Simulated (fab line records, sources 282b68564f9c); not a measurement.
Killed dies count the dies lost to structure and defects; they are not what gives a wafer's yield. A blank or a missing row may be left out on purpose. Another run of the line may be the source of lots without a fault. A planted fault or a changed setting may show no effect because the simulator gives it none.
fab line records -- flow rit-cmos -- part 2 of 2: steps 35 to 46 of 46
record: lots: 5, wafers: 15, last-day: 7
route steps=202 shown PWELL@42 WELLDRIVE@50 NWELL@51 NRETRO@53 PRETRO@64 GATE@75 FOX2@80
lots that met no fault: taken from a fault-free run of the same line
start-h: hours from the record's first day to the start of the lot's first wafer shown -- wait-h: how many hours have passed since the lot's step before this one -- " identical to the entry in the row above -- L1.1+2: a single row standing in for several wafers -- - no value, or no start given -- * or withheld: withheld -- < > ~ a bound
route shown NAME@n: names a module that has steps shown in the file, with the first one's number in the route -- usual: average and standard deviation across the fault-free wafers -- same: alike in all rows -- chamber/n: place in a boat -- sites: per-site readings -- _std_site: standard deviation of those values -- _edge_site: inner sites' mean taken away from outer sites' mean -- radius-mm: how far each site lies from the wafer's centre -- mask NAME#n: copy n -- behind: the most recent tool/chamber to have shaped the wafer -- hold: why the lot went on hold/how many hours it stayed there/how the hold came to an end -- device: the transistor (n, p or np) that didn't switch -- end of line: tests run on the same wafers once the route is complete -- a step with no rows: only its recipe -- killed: count of dies lost to structure and defects at first sort (not the wafer's yield) -- map: shows each die of a wafer: x if killed, . if not, _ if none is there
set.NAME: the setting the step ran with; set.NAME@STEP: the setting that earlier step ran with -- model.NAME: the simulator's own value behind a step, which no gauge read
a table for each step, a row for each wafer; lots at some steps of the route
services: the hour from which a tool's chamber was out of use, counted from the record's first day as start-h (under 0 if before that day), plus the number of hours and why
== steps ==
step: RIT_GATE_CLEAN_01
recipe: chemistry: SC1, mix: 3:3:50, time-s: 600, temp-c: 75
usual: bath-guard-temp-C: 75.1/0.38, temp-c: 74.99/0.12
lot.wafer,tool,chamber,start-h,wait-h,bath-guard-temp-C,temp-c
L078.2,wet-bench-01,0,55.46,0.0,75.7,74.80
L078.3,wet-bench-01,0,55.46,0.0,75.7,74.91
L078.6,wet-bench-01,0,55.46,0.0,75.7,74.83
L085.1,wet-bench-02,2,88.40,0.0,75.2,75.09
L085.3,wet-bench-02,2,88.40,0.0,75.2,74.87
L085.5,wet-bench-02,2,88.40,0.0,75.0,74.94
L091.3,wet-bench-01,0,118.09,0.0,76.0,75.03
L091.4,wet-bench-01,0,118.09,0.0,75.1,74.87
L091.6,wet-bench-01,0,118.09,0.0,75.6,75.02
L092.1,wet-bench-02,0,124.45,0.0,74.9,74.96
L092.3,wet-bench-02,0,124.45,0.0,74.3,74.88
L092.5,wet-bench-02,0,124.45,0.0,74.8,74.78
L095.1,wet-bench-04,0,137.24,0.0,75.1,74.99
L095.4,wet-bench-04,0,137.24,0.0,75.0,74.95
L095.5,wet-bench-04,0,137.24,0.0,74.9,74.94
step: RIT_GATE_CLEAN_02
recipe: chemistry: dHF, dilution: 50:1, time-s: 30
lot.wafer,tool,chamber,start-h,wait-h
L078.2+3+6,wet-bench-02,1,55.64,0.0
L085.1+3+5,wet-bench-01,0,88.58,0.0
L091.3+4+6,wet-bench-01,2,118.27,0.0
L092.1+3+5,wet-bench-02,0,124.62,0.0
L095.1+4+5,wet-bench-01,3,137.42,0.0
step: RIT_GATE_CLEAN_03
recipe: chemistry: SC2, mix: 3:3:50, time-s: 600, temp-c: 75, dry: n2-spin
usual: bath-guard-temp-C: 74.7/0.49, temp-c: 75.02/0.11
lot.wafer,tool,chamber,start-h,wait-h,bath-guard-temp-C,temp-c
L078.2,wet-bench-04,3,55.66,0.0,75.4,74.92
L078.3,wet-bench-04,3,55.66,0.0,75.0,74.98
L078.6,wet-bench-04,3,55.66,0.0,74.8,74.97
L085.1,wet-bench-04,3,88.59,0.0,74.7,75.07
L085.3,wet-bench-04,3,88.59,0.0,74.9,75.10
L085.5,wet-bench-04,3,88.59,0.0,75.0,75.07
L091.3,wet-bench-01,3,118.28,0.0,74.4,74.90
L091.4,wet-bench-01,3,118.28,0.0,74.6,74.91
L091.6,wet-bench-01,3,118.28,0.0,74.0,75.06
L092.1,wet-bench-02,3,124.64,0.0,75.3,75.20
L092.3,wet-bench-02,3,124.64,0.0,75.1,75.17
L092.5,wet-bench-02,3,124.64,0.0,74.9,74.95
L095.1,wet-bench-02,0,137.44,0.0,75.0,75.00
L095.4,wet-bench-02,0,137.44,0.0,75.3,74.93
L095.5,wet-bench-02,0,137.44,0.0,74.9,75.15
step: RIT_GATE_CLEAN_04
recipe: chemistry: dHF, dilution: 50:1, time-s: 60, dry: n2-spin
lot.wafer,tool,chamber,start-h,wait-h
L078.2+3+6,wet-bench-02,2,55.83,0.0
L085.1+3+5,wet-bench-02,2,88.77,0.0
L091.3+4+6,wet-bench-04,3,118.46,0.0
L092.1+3+5,wet-bench-02,3,124.81,0.0
L095.1+4+5,wet-bench-01,0,137.61,0.0
step: RIT_FOX2_THK_MEAS_91
recipe: reads: SiO2_of_FOX2_OXIDATION_00
usual: FIELD_OXIDE_LEFT_2_THK: 251/6.3
lot.wafer,tool,chamber,start-h,wait-h,FIELD_OXIDE_LEFT_2_THK[nm]
L078.2,film-metro-04,-,55.87,0.0,246
L078.3,film-metro-04,-,55.87,0.0,250
L078.6,film-metro-04,-,55.87,0.0,249
L085.1,film-metro-01,-,88.79,0.0,267
L085.3,film-metro-01,-,88.79,0.0,260
L085.5,film-metro-01,-,88.79,0.0,257
L091.3,film-metro-01,-,118.50,0.0,262
L091.4,film-metro-01,-,118.50,0.0,257
L091.6,film-metro-01,-,118.50,0.0,260
L092.1,film-metro-01,-,124.84,0.0,251
L092.3,film-metro-01,-,124.84,0.0,248
L092.5,film-metro-01,-,124.84,0.0,250
L095.1,film-metro-04,-,137.64,0.0,248
L095.4,film-metro-04,-,137.64,0.0,249
L095.5,film-metro-04,-,137.64,0.0,258
step: RIT_GATE_OXIDATION_05
recipe: temp-c: 900, ambient: O2, target-thk-a: 30, ox-time-s: 270
usual: spike-tc-source-C: 923.1/2.9
lot.wafer,tool,chamber,start-h,wait-h,spike-tc-source-C
L078.2,furnace-04,0,59.00,3.1,926.2
L078.3,furnace-04,0,59.00,3.1,927.4
L078.6,furnace-04,0,59.00,3.1,925.3
L085.1,furnace-03,0,89.75,1.0,919.1
L085.3,furnace-03,0,89.75,1.0,919.3
L085.5,furnace-03,0,89.75,1.0,921.6
L091.3,furnace-03,0,118.86,0.3,920.7
L091.4,furnace-03,0,118.86,0.3,919.8
L091.6,furnace-03,0,118.86,0.3,919.3
L092.1,furnace-04,0,124.90,0.1,928.8
L092.3,furnace-04,0,124.90,0.1,926.1
L092.5,furnace-04,0,124.90,0.1,927.0
L095.1,furnace-04,0,138.69,1.0,927.7
L095.4,furnace-04,0,138.69,1.0,927.9
L095.5,furnace-04,0,138.69,1.0,925.8
step: RIT_GATE_ANNEAL_06
recipe: temp-c: 900, time-s: 600, ambient: N2O
usual: spike-tc-source-C: 923.2/3
lot.wafer,tool,chamber,start-h,wait-h,spike-tc-source-C
L078.2,furnace-04,0,61.39,1.3,926.8
L078.3,furnace-04,0,61.39,1.3,927.4
L078.6,furnace-04,0,61.39,1.3,926.9
L085.1,furnace-04,0,93.50,2.7,926.4
L085.3,furnace-04,0,93.50,2.7,927.1
L085.5,furnace-04,0,93.50,2.7,926.6
L091.3,furnace-01,0,120.90,1.0,923.3
L091.4,furnace-01,0,120.90,1.0,923.8
L091.6,furnace-01,0,120.90,1.0,923.3
L092.1,furnace-03,0,127.66,1.7,920.6
L092.3,furnace-03,0,127.66,1.7,921.2
L092.5,furnace-03,0,127.66,1.7,919.0
L095.1,furnace-03,0,141.50,1.7,918.0
L095.4,furnace-03,0,141.50,1.7,921.1
L095.5,furnace-03,0,141.50,1.7,918.4
step: RIT_GATE_THK_MEAS_07
recipe: reads: SiO2_of_GATE_OXIDATION_05
usual: GATE_OXIDE_THK: 3.00/0.072
lot.wafer,tool,chamber,start-h,wait-h,GATE_OXIDE_THK[nm]
L078.2,film-metro-04,-,61.65,0.0,2.95
L078.3,film-metro-04,-,61.65,0.0,2.97
L078.6,film-metro-04,-,61.65,0.0,2.97
L085.1,film-metro-01,-,93.75,0.0,3.10
L085.3,film-metro-01,-,93.75,0.0,2.92
L085.5,film-metro-01,-,93.75,0.0,2.99
L091.3,film-metro-03,-,121.17,0.0,2.95
L091.4,film-metro-03,-,121.17,0.0,2.96
L091.6,film-metro-03,-,121.17,0.0,2.95
L092.1,film-metro-01,-,127.91,0.0,3.12
L092.3,film-metro-01,-,127.91,0.0,3.15
L092.5,film-metro-01,-,127.91,0.0,3.08
L095.1,film-metro-01,-,141.75,0.0,2.96
L095.4,film-metro-01,-,141.75,0.0,2.93
L095.5,film-metro-01,-,141.75,0.0,2.97
step: RIT_GATE_CVD_08
recipe: material: poly-Si, target-thk-nm: 250, temp-c: 610, precursor: SiH4, time-s: 2220, pressure-mtorr: 300, sih4-flow-sccm: 100
usual: spike-tc-source-C: 631.5/1.5
lot.wafer,tool,chamber,start-h,wait-h,spike-tc-source-C
L078.2,lpcvd-02,1,62.59,0.9,633.0
L078.3,lpcvd-02,1,62.59,0.9,631.6
L078.6,lpcvd-02,1,62.59,0.9,632.6
L085.1,lpcvd-02,0,93.81,0.1,628.8
L085.3,lpcvd-02,0,93.81,0.1,628.8
L085.5,lpcvd-02,0,93.81,0.1,628.5
L091.3,lpcvd-02,1,121.21,0.0,634.2
L091.4,lpcvd-02,1,121.21,0.0,633.4
L091.6,lpcvd-02,1,121.21,0.0,634.6
L092.1,lpcvd-02,1,127.97,0.1,633.0
L092.3,lpcvd-02,1,127.97,0.1,632.8
L092.5,lpcvd-02,1,127.97,0.1,634.9
L095.1,lpcvd-02,0,141.81,0.1,631.9
L095.4,lpcvd-02,0,141.81,0.1,630.1
L095.5,lpcvd-02,0,141.81,0.1,628.9
step: RIT_GATE_THK_MEAS_09
recipe: reads: poly-Si_of_GATE_CVD_08
usual: GATE_POLY_THK: 250.9/2.2
lot.wafer,tool,chamber,start-h,wait-h,GATE_POLY_THK[nm]
L078.2,film-metro-03,-,64.21,0.0,250.6
L078.3,film-metro-03,-,64.21,0.0,251.2
L078.6,film-metro-03,-,64.21,0.0,251.2
L085.1,film-metro-04,-,95.43,0.0,253.7
L085.3,film-metro-04,-,95.43,0.0,253.4
L085.5,film-metro-04,-,95.43,0.0,253.6
L091.3,film-metro-04,-,122.85,0.0,253.6
L091.4,film-metro-04,-,122.85,0.0,254.9
L091.6,film-metro-04,-,122.85,0.0,251.3
L092.1,film-metro-01,-,129.59,0.0,250.3
L092.3,film-metro-01,-,129.59,0.0,251.5
L092.5,film-metro-01,-,129.59,0.0,252.9
L095.1,film-metro-01,-,143.42,0.0,254.3
L095.4,film-metro-01,-,143.42,0.0,252.4
L095.5,film-metro-01,-,143.42,0.0,252.9
step: RIT_GATE_HMDS_10
recipe: prime-time-s: 60, prime-temp-c: 140
lot.wafer,tool,chamber,start-h,wait-h
L078.2+3+6,litho-track-03,0,64.54,0.3
L085.1+3+5,litho-track-02,0,95.49,0.1
L091.3+4+6,litho-track-01,0,122.98,0.1
L092.1+3+5,litho-track-03,0,129.65,0.1
L095.1+4+5,litho-track-01,0,143.48,0.1
step: RIT_GATE_COAT_11
recipe: resist: NOVOLAK, spin-rpm: 4250, resist-thk-nm: 850
lot.wafer,tool,chamber,start-h,wait-h
L078.2+3+6,litho-track-03,0,64.69,0.1
L085.1+3+5,litho-track-02,0,95.64,0.1
L091.3+4+6,litho-track-01,0,123.13,0.1
L092.1+3+5,litho-track-03,0,129.80,0.1
L095.1+4+5,litho-track-01,0,143.63,0.1
== services ==
tool,chamber,start-h,hours,kind
iline-stepper-02,-,43.19,4.4,pm
lpcvd-02,-,53.83,6.0,pm
implanter-02,-,64.63,4.8,repair
iline-stepper-02,0,70.03,-,calibration
iline-stepper-02,-,72.64,1.7,pm
implanter-04,-,74.66,10.1,repair
implanter-01,-,77.72,2.1,repair
furnace-04,-,88.26,3.3,pm
implanter-03,-,89.85,3.6,pm
implanter-02,-,92.72,2.0,repair
furnace-03,-,97.08,2.8,pm
plasma-asher-01,-,103.58,5.6,repair
iline-stepper-01,0,104.89,-,calibration
implanter-03,-,105.13,0.7,repair
plasma-asher-01,-,109.20,9.0,pm
plasma-asher-01,0,109.20,9.0,vent-cycle
plasma-asher-01,1,109.20,9.0,vent-cycle
furnace-03,-,114.52,3.0,pm
implanter-01,-,116.35,4.8,repair
plasma-asher-01,0,118.20,-,clean
wet-bench-02,-,126.62,1.9,pm
plasma-asher-03,-,131.59,4.5,repair
iline-stepper-01,-,135.43,2.4,repair
iline-stepper-01,-,137.80,1.7,pm
